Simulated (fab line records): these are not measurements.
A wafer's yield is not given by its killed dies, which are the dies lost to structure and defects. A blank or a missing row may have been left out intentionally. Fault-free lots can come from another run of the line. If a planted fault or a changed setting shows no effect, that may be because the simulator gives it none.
What tool caused it? / flow berkeley_cmos170 / 42 wafers from 14 lots sampled at 2 of the route's 331 steps

WHAT EACH GAUGE READ, for each wafer
UCB170_PSD_CD_MEAS_06 targets a cd of 1200 nm.
lot=L689; measured=day 7 08:56; on=cd_sem-02; cd_nm (nm)=1199.7 1198.8 1200.3
lot=L687; measured=day 7 09:05; on=cd_sem-02; cd_nm (nm)=1199.5 1200.7 1200.2
lot=L692; measured=day 8 11:46; on=cd_sem-02; cd_nm (nm)=1200.8 1200.6 1198.8
lot=L691; measured=day 8 12:04; on=cd_sem-01; cd_nm (nm)=1199.4 1199.0 1198.8
lot=L696; measured=day 8 22:49; on=cd_sem-02; cd_nm (nm)=1200.1 1199.6 1199.2
lot=L693; measured=day 8 22:55; on=cd_sem-02; cd_nm (nm)=1197.7 1198.1 1196.7
lot=L698; measured=day 10 09:52; on=cd_sem-01; cd_nm (nm)=1202.7 1203.0 1203.6
lot=L697; measured=day 10 09:58; on=cd_sem-02; cd_nm (nm)=1178.8 1177.9 1179.4
lot=L702; measured=day 10 23:50; on=cd_sem-01; cd_nm (nm)=1179.8 1178.7 1178.7
lot=L705; measured=day 11 12:07; on=cd_sem-02; cd_nm (nm)=1199.7 1198.3 1199.9
lot=L707; measured=day 11 23:20; on=cd_sem-02; cd_nm (nm)=1201.7 1202.5 1201.4
lot=L710; measured=day 12 17:10; on=cd_sem-01; cd_nm (nm)=1198.8 1200.0 1200.1
lot=L709; measured=day 12 17:17; on=cd_sem-02; cd_nm (nm)=1199.1 1197.3 1198.3
lot=L708; measured=day 12 17:26; on=cd_sem-01; cd_nm (nm)=1199.4 1200.6 1200.5

WHICH TOOL RAN EACH LOT (tool, then ch and the chambers of the sampled wafers, then the start)
lot=L689; UCB170_PSD_PEB_04=litho_track-02 ch 0, day 7 08:40
lot=L687; UCB170_PSD_PEB_04=litho_track-04 ch 0, day 7 08:49
lot=L692; UCB170_PSD_PEB_04=litho_track-03 ch 0, day 8 11:29
lot=L691; UCB170_PSD_PEB_04=litho_track-04 ch 0, day 8 11:48
lot=L696; UCB170_PSD_PEB_04=litho_track-02 ch 0, day 8 22:33
lot=L693; UCB170_PSD_PEB_04=litho_track-04 ch 0, day 8 22:38
lot=L698; UCB170_PSD_PEB_04=litho_track-03 ch 0, day 10 09:37
lot=L697; UCB170_PSD_PEB_04=litho_track-02 ch 0, day 10 09:42
lot=L702; UCB170_PSD_PEB_04=litho_track-02 ch 0, day 10 23:34
lot=L705; UCB170_PSD_PEB_04=litho_track-04 ch 0, day 11 11:50
lot=L707; UCB170_PSD_PEB_04=litho_track-04 ch 0, day 11 23:04
lot=L710; UCB170_PSD_PEB_04=litho_track-04 ch 0, day 12 16:53
lot=L709; UCB170_PSD_PEB_04=litho_track-03 ch 0, day 12 17:01
lot=L708; UCB170_PSD_PEB_04=litho_track-04 ch 0, day 12 17:10
- UCB170_PSD_PEB_04

AS READ BY THE TOOLS THEMSELVES (means over the sampled wafers that have a number; for cases with no such wafer, the mark the record gives instead)
UCB170_PSD_PEB_04.
lot=L689; tool=litho_track-02; heater_power_total_W (W)=56.83; plate_temp_C (C)=129.98
lot=L687; tool=litho_track-04; heater_power_total_W (W)=56.82; plate_temp_C (C)=129.87
lot=L692; tool=litho_track-03; heater_power_total_W (W)=56.82; plate_temp_C (C)=130.08
lot=L691; tool=litho_track-04; heater_power_total_W (W)=56.82; plate_temp_C (C)=129.96
lot=L696; tool=litho_track-02; heater_power_total_W (W)=56.78; plate_temp_C (C)=129.88
lot=L693; tool=litho_track-04; heater_power_total_W (W)=56.86; plate_temp_C (C)=130.14
lot=L698; tool=litho_track-03; heater_power_total_W (W)=56.81; plate_temp_C (C)=129.98
lot=L697; tool=litho_track-02; heater_power_total_W (W)=55.26; plate_temp_C (C)=127.24
lot=L702; tool=litho_track-02; heater_power_total_W (W)=55.28; plate_temp_C (C)=127.40
lot=L705; tool=litho_track-04; heater_power_total_W (W)=56.77; plate_temp_C (C)=130.03
lot=L707; tool=litho_track-04; heater_power_total_W (W)=56.81; plate_temp_C (C)=129.88
lot=L710; tool=litho_track-04; heater_power_total_W (W)=56.81; plate_temp_C (C)=129.96
lot=L709; tool=litho_track-03; heater_power_total_W (W)=56.80; plate_temp_C (C)=130.12
lot=L708; tool=litho_track-04; heater_power_total_W (W)=56.78; plate_temp_C (C)=130.03

THE ANSWER, worked out from the rows above alone
Rule: the usual values come from the lots themselves. The widest of any qualifying gaps counts: lots, ordered by their means at a reading, are off when they make up no more than a third of the lots, leave a main group of 4 or more, and stand apart from it by 3 or more times the standard deviation of that group's means. If all means in a main group match to the digits the tables above print for the reading, that group is not used. A lot without any number at a reading at which 4 lots or more have one is off too. Where the step has rows for the other lots, those lots are counted as sound. Order of review: gauges by route order, followed by the tools' own readings, for which a lot's mean as printed above is used. At the first step where some lot is off, the reading lying furthest off is the one used; lots without a number count as furthest.
Off: L697, L702, at UCB170_PSD_CD_MEAS_06 (cd_nm). Mean 1199.9 nm and standard deviation 1.4 in the main group.
If a tool, at a process step before that reading, ran all the lots that are off and no sound lot after the first of them, it fits. Not tried: the gauges at UCB170_PSD_CD_MEAS_06; whatever is off there is also off at UCB170_PSD_PEB_04, on other tools, and gauge error can't account for it. One fits: UCB170_PSD_PEB_04 on litho_track-02. A fault onset in the window from L696 (day 8 22:33, its last sound lot) to L697 (day 10 09:42, its first lot off) fits.
The tool's own readings at UCB170_PSD_PEB_04 bear it out: on the lots that are off they differ by more than 5 times the standard deviation of the sound lots' means. heater_power_total_W reads 55.27 W there against 56.81 W on the sound lots; plate_temp_C reads 127.32 C there against 129.99 C on the sound lots.

WHAT WAS PUT IN BY THE SIMULATOR
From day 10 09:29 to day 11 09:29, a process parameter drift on litho_track-02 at UCB170_PSD_PEB_04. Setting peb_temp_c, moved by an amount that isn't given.
Lots struck among those shown: L697, L702. The rule above found the same.
